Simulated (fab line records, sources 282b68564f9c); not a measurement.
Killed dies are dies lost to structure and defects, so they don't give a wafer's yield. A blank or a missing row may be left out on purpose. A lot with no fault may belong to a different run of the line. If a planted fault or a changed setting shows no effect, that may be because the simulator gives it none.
Split-lot trial / flow rit-cmos / route with 202 steps; 5 lots, 23 wafers read

## ON THE SPLIT
At RIT_CONTACT_DEVELOP_07 (develop time 120 s), the setting develop-time-s was moved away from the recipe's 120 s on 7 of the 23 wafers read, by +8.3% to +14.1%. This setting was run at the recipe's value on the other wafers.

Split to reading: the file shows no intervening step.

## THE READING
At RIT_CONTACT_CD_MEAS_08: cd-nm in nanometres, against a target cd of 1000 nm. Fault-free wafers of this fab line usually give 1000.2 nm, standard deviation 2.6 nm.

wafer=L074.3; tool, chamber at the split=litho-track-01, 0; develop-time-s as run, s=120; against the recipe=recipe; cd-nm, nm=997.5; against lot-mates on the recipe=-
wafer=L074.5; tool, chamber at the split=litho-track-01, 0; develop-time-s as run, s=120; against the recipe=recipe; cd-nm, nm=998.8; against lot-mates on the recipe=-
wafer=L074.6; tool, chamber at the split=litho-track-01, 0; develop-time-s as run, s=120; against the recipe=recipe; cd-nm, nm=999.3; against lot-mates on the recipe=-
wafer=L078.1; tool, chamber at the split=litho-track-03, 0; develop-time-s as run, s=120; against the recipe=recipe; cd-nm, nm=997.7; against lot-mates on the recipe=-
wafer=L078.2; tool, chamber at the split=litho-track-03, 0; develop-time-s as run, s=120; against the recipe=recipe; cd-nm, nm=998.6; against lot-mates on the recipe=-
wafer=L078.3; tool, chamber at the split=litho-track-03, 0; develop-time-s as run, s=120; against the recipe=recipe; cd-nm, nm=995.1; against lot-mates on the recipe=-
wafer=L078.4; tool, chamber at the split=litho-track-03, 0; develop-time-s as run, s=120; against the recipe=recipe; cd-nm, nm=996.4; against lot-mates on the recipe=-
wafer=L078.5; tool, chamber at the split=litho-track-03, 0; develop-time-s as run, s=120; against the recipe=recipe; cd-nm, nm=997.0; against lot-mates on the recipe=-
wafer=L079.1; tool, chamber at the split=litho-track-04, 0; develop-time-s as run, s=120; against the recipe=recipe; cd-nm, nm=999.9; against lot-mates on the recipe=-
wafer=L079.3; tool, chamber at the split=litho-track-04, 0; develop-time-s as run, s=136.9; against the recipe=+14.1%; cd-nm, nm=1008.9; against lot-mates on the recipe=+9.3
wafer=L079.4; tool, chamber at the split=litho-track-04, 0; develop-time-s as run, s=120; against the recipe=recipe; cd-nm, nm=998.3; against lot-mates on the recipe=-
wafer=L079.5; tool, chamber at the split=litho-track-04, 0; develop-time-s as run, s=136.9; against the recipe=+14.1%; cd-nm, nm=1011.3; against lot-mates on the recipe=+11.7
wafer=L079.6; tool, chamber at the split=litho-track-04, 0; develop-time-s as run, s=120; against the recipe=recipe; cd-nm, nm=1000.7; against lot-mates on the recipe=-
wafer=L083.2; tool, chamber at the split=litho-track-04, 0; develop-time-s as run, s=120; against the recipe=recipe; cd-nm, nm=1003.6; against lot-mates on the recipe=-
wafer=L083.3; tool, chamber at the split=litho-track-04, 0; develop-time-s as run, s=120; against the recipe=recipe; cd-nm, nm=1004.3; against lot-mates on the recipe=-
wafer=L083.4; tool, chamber at the split=litho-track-04, 0; develop-time-s as run, s=129.9; against the recipe=+8.3%; cd-nm, nm=1009.7; against lot-mates on the recipe=+5.2
wafer=L083.5; tool, chamber at the split=litho-track-04, 0; develop-time-s as run, s=129.9; against the recipe=+8.3%; cd-nm, nm=1010.4; against lot-mates on the recipe=+5.9
wafer=L083.6; tool, chamber at the split=litho-track-04, 0; develop-time-s as run, s=120; against the recipe=recipe; cd-nm, nm=1005.5; against lot-mates on the recipe=-
wafer=L085.2; tool, chamber at the split=litho-track-03, 0; develop-time-s as run, s=120; against the recipe=recipe; cd-nm, nm=1005.1; against lot-mates on the recipe=-
wafer=L085.3; tool, chamber at the split=litho-track-03, 0; develop-time-s as run, s=134.1; against the recipe=+11.7%; cd-nm, nm=1010.8; against lot-mates on the recipe=+6.9
wafer=L085.4; tool, chamber at the split=litho-track-03, 0; develop-time-s as run, s=120; against the recipe=recipe; cd-nm, nm=1002.6; against lot-mates on the recipe=-
wafer=L085.5; tool, chamber at the split=litho-track-03, 0; develop-time-s as run, s=134.1; against the recipe=+11.7%; cd-nm, nm=1011.3; against lot-mates on the recipe=+7.4
wafer=L085.6; tool, chamber at the split=litho-track-03, 0; develop-time-s as run, s=134.1; against the recipe=+11.7%; cd-nm, nm=1011.9; against lot-mates on the recipe=+8.0

THE FIT
A straight line over all 23 wafers: cd-nm changes by +0.882 nm for each +1% of develop-time-s; r = +0.86; the points scatter about the line by 3 nm.
The same after taking each lot's own level away (the mean of its wafers on the recipe; 23 wafers): +0.689 nm for each +1%; r = +0.97; scatter 1 nm.
Per that fit: largest develop-time-s move, reading shift of 9.7 nm.
The lots' own levels span 996.96 to 1004.47 nm, that is 2.9 times the standard deviation above.
Hence the slope depends on the lot-to-lot level, as the two fits are not the same.
Check: for one of the wafers moved furthest among these (+14.1%), held out of the fit, the line's prediction against its lot-mates is +9.79 nm. It came out at +9.27 nm against them.

## THESE WAFERS: OTHER SPLITS
Before the reading, these wafers also passed through other splits. Each is held against what the fit with the lots' levels taken away leaves over:
other split on the same wafers=RIT_GATE_EXPOSE_13 dose-mj; wafers away from the commonest value=8; r with cd-nm (lot level and that fit taken away)=-0.05
other split on the same wafers=RIT_NLDD_SOFTBAKE_02 temp-c; wafers away from the commonest value=9; r with cd-nm (lot level and that fit taken away)=+0.23
other split on the same wafers=RIT_PLDD_COAT_01 resist-thk-nm; wafers away from the commonest value=4; r with cd-nm (lot level and that fit taken away)=+0.19
other split on the same wafers=RIT_SPACER_CVD_03 sih2cl2-flow-sccm; wafers away from the commonest value=10; r with cd-nm (lot level and that fit taken away)=-0.05
other split on the same wafers=RIT_NSD_IMPLANT_08 dose-cm2; wafers away from the commonest value=7; r with cd-nm (lot level and that fit taken away)=-0.14
other split on the same wafers=RIT_PSD_HARDBAKE_07 temp-c; wafers away from the commonest value=5; r with cd-nm (lot level and that fit taken away)=-0.15
other split on the same wafers=RIT_SILICIDE_SPUTTER_01 time-s; wafers away from the commonest value=7; r with cd-nm (lot level and that fit taken away)=+0.26

## FILE'S OWN FIT
cd-nm changes by +0.695 nm for each +1% of develop-time-s, r = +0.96.
